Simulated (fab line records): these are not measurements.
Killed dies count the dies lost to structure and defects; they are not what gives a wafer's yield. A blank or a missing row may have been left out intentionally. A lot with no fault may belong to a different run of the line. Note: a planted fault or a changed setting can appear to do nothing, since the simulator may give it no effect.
What tool caused it? + flow ritCmos + 14 lots, 42 wafers sampled, at 2 steps of a route of 202

WHAT EACH GAUGE READ, for each wafer
The record holds no reading of a measuring or inspecting step that can be judged against a usual standard deviation.

EACH LOT AND THE TOOL THAT RAN IT (in order: tool; ch and the chambers of the sampled wafers; start)
| lot  | RIT_CONTACT_STRIP_12               | RIT_M1_PROBE_99        |
|------|------------------------------------|------------------------|
| L332 | plasmaAsher-01 ch 0,1, day 3 06:14 | -                      |
| L334 | plasmaAsher-04 ch 0,1, day 3 15:52 | -                      |
| L335 | plasmaAsher-01 ch 0,1, day 3 21:44 | -                      |
| L338 | plasmaAsher-01 ch 0,1, day 4 11:17 | -                      |
| L341 | plasmaAsher-01 ch 0,1, day 5 06:25 | -                      |
| L342 | plasmaAsher-04 ch 0,1, day 5 14:17 | -                      |
| L343 | plasmaAsher-02 ch 0,1, day 5 21:56 | prober-01, day 6 02:43 |
| L344 | plasmaAsher-02 ch 0,1, day 6 02:51 | prober-02, day 6 07:38 |
| L348 | plasmaAsher-01 ch 0,1, day 6 22:01 | -                      |
| L350 | plasmaAsher-02 ch 0, day 7 01:37   | -                      |
| L349 | plasmaAsher-04 ch 0,1, day 7 08:34 | -                      |
| L352 | plasmaAsher-01 ch 0,1, day 7 15:10 | -                      |
| L353 | plasmaAsher-02 ch 0,1, day 7 23:50 | -                      |
| L355 | plasmaAsher-02 ch 0,1, day 8 07:40 | -                      |
- RIT_CONTACT_STRIP_12: strips in O2, time 180 s.
- RIT_M1_PROBE_99

AS READ BY THE TOOLS THEMSELVES (means over the sampled wafers that have a number; for cases with no such wafer, the mark the record gives instead)
RIT_CONTACT_STRIP_12. Usual: chamberPressureMTorr 4000 mTorr, standard deviation 4; drypumpMotorCurrentA 5.9 A, standard deviation 0.46.
| lot  | tool           | chamberPressureMTorr (mTorr) | drypumpMotorCurrentA (A) | flag |
|------|----------------|------------------------------|--------------------------|------|
| L332 | plasmaAsher-01 | 3999                         | 5.6                      |      |
| L334 | plasmaAsher-04 | 3998                         | 6.6                      |      |
| L335 | plasmaAsher-01 | 4000                         | 5.7                      |      |
| L338 | plasmaAsher-01 | 3998                         | 5.7                      |      |
| L341 | plasmaAsher-01 | 4001                         | 5.7                      |      |
| L342 | plasmaAsher-04 | 4001                         | 6.6                      |      |
| L343 | plasmaAsher-02 | -                            | -                        | OFF  |
| L344 | plasmaAsher-02 | -                            | -                        | OFF  |
| L348 | plasmaAsher-01 | 4003                         | 5.6                      |      |
| L350 | plasmaAsher-02 | 3998                         | 6.1                      |      |
| L349 | plasmaAsher-04 | 3998                         | 6.4                      |      |
| L352 | plasmaAsher-01 | 4001                         | 5.6                      |      |
| L353 | plasmaAsher-02 | 4000                         | 5.5                      |      |
| L355 | plasmaAsher-02 | 4000                         | 5.8                      |      |

RIT_M1_PROBE_99. Usual: killed_at_M0_to_M3 0.0, standard deviation 0.083; killedAtContacts 0.1, standard deviation 0.23; killedAtFrontEnd 7, standard deviation 3.1; killedDies 7, standard deviation 3.1; killedOnRim 1.8, standard deviation 1.4; killedOpen 3.3, standard deviation 2; killedShort 3.6, standard deviation 1.9.
| lot  | tool      | killed_at_M0_to_M3 | killedAtContacts | killedAtFrontEnd | killedDies | killedOnRim | killedOpen | killedShort | flag |
|------|-----------|--------------------|------------------|------------------|------------|-------------|------------|-------------|------|
| L343 | prober-01 | 256.7              | 0.0              | 7                | 264        | 70.0        | 4.0        | 3.3         | OFF  |
| L344 | prober-02 | 253.0              | 0.0              | 11               | 264        | 70.0        | 5.0        | 6.0         | OFF  |

THE ANSWER, worked out from the rows above alone
Rule: lot off if the mean of its wafers having a number is beyond 3 standard deviations from the usual mean. Also off: a lot with no number at a reading for which 4 or more lots have one. All remaining lots with rows at the step are treated as sound. The gauges are gone through in route order, then the tools' own readings, and for those a lot's mean is taken as printed above. The first step at which some lot is off is used, and at that step the reading that is off furthest; a lot without a number counts as furthest.
Off: L343, L344, at RIT_CONTACT_STRIP_12 (chamberPressureMTorr). Without a number there: L343, L344.
If a tool, at that step or one of the process steps before it, ran each lot that is off and ran no sound lot following the first of them, it fits. Not one of the candidates tried fits.

WHAT WAS PUT IN BY THE SIMULATOR
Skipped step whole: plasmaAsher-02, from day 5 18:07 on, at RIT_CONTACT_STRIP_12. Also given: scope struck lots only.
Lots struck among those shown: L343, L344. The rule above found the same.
